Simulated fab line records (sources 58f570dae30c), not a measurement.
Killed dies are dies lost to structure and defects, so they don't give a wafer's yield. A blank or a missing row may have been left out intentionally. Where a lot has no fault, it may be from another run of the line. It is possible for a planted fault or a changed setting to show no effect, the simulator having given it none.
Which tool did it? | flow berkeley-cmos170 | 7 lots, 21 wafers sampled, at 2 steps of a route of 331

## WHAT THE GAUGES READ, wafer by wafer
UCB170_PFIELD_TW_MEAS_09.
lot  | measured    | on            | PFIELD_TW
L902 | day 5 12:29 | film-metro-03 | 603 604 604
L904 | day 6 03:14 | film-metro-03 | 603 606 604
L906 | day 6 13:06 | film-metro-04 | 612 611 612
L909 | day 6 20:48 | film-metro-04 | 610 607 610
L911 | day 7 10:53 | film-metro-01 | 600 597 600
L916 | day 8 12:43 | film-metro-04 | 608 608 609
L920 | day 9 12:40 | film-metro-04 | 575 577 578

## WHICH TOOL RAN EACH LOT (tool, then ch and the chambers of the sampled wafers, then the start)
lot  | UCB170_PFIELD_IMPLANT_07
L902 | implanter-04 ch 0, day 5 12:14
L904 | implanter-01 ch 0, day 6 02:59
L906 | implanter-01 ch 0, day 6 12:51
L909 | implanter-02 ch 0, day 6 20:33
L911 | implanter-04 ch 0, day 7 10:40
L916 | implanter-02 ch 0, day 8 12:28
L920 | implanter-04 ch 0, day 9 12:25
- UCB170_PFIELD_IMPLANT_07

## THE ANSWER, worked out from the rows above alone
Rule: usual is defined by the lots themselves. Put in order of their means at a reading, lots are off if they are a third of the lots or fewer, leave a main group of 4 or more, and stand apart from it by a gap of 3 or more times the standard deviation of the main group's means; of several such gaps the widest counts. If all means in a main group match to the digits the tables above print for the reading, that group is not used. Also off: a lot with no number at a reading for which 4 or more lots have one. All remaining lots with rows at the step are treated as sound.
Off: at UCB170_PFIELD_TW_MEAS_09 (PFIELD_TW), L920. For the main group the mean is 606 and the standard deviation 4.2.
If a tool, at a process step before that reading, ran all the lots that are off and no sound lot after the first of them, it fits. The gauges at UCB170_PFIELD_TW_MEAS_09 are tried like those tools. Can't be told from this: 2 tools fit, implanter-04 at UCB170_PFIELD_IMPLANT_07, film-metro-04 at UCB170_PFIELD_TW_MEAS_09.

## WHAT THE SIMULATOR PUT IN
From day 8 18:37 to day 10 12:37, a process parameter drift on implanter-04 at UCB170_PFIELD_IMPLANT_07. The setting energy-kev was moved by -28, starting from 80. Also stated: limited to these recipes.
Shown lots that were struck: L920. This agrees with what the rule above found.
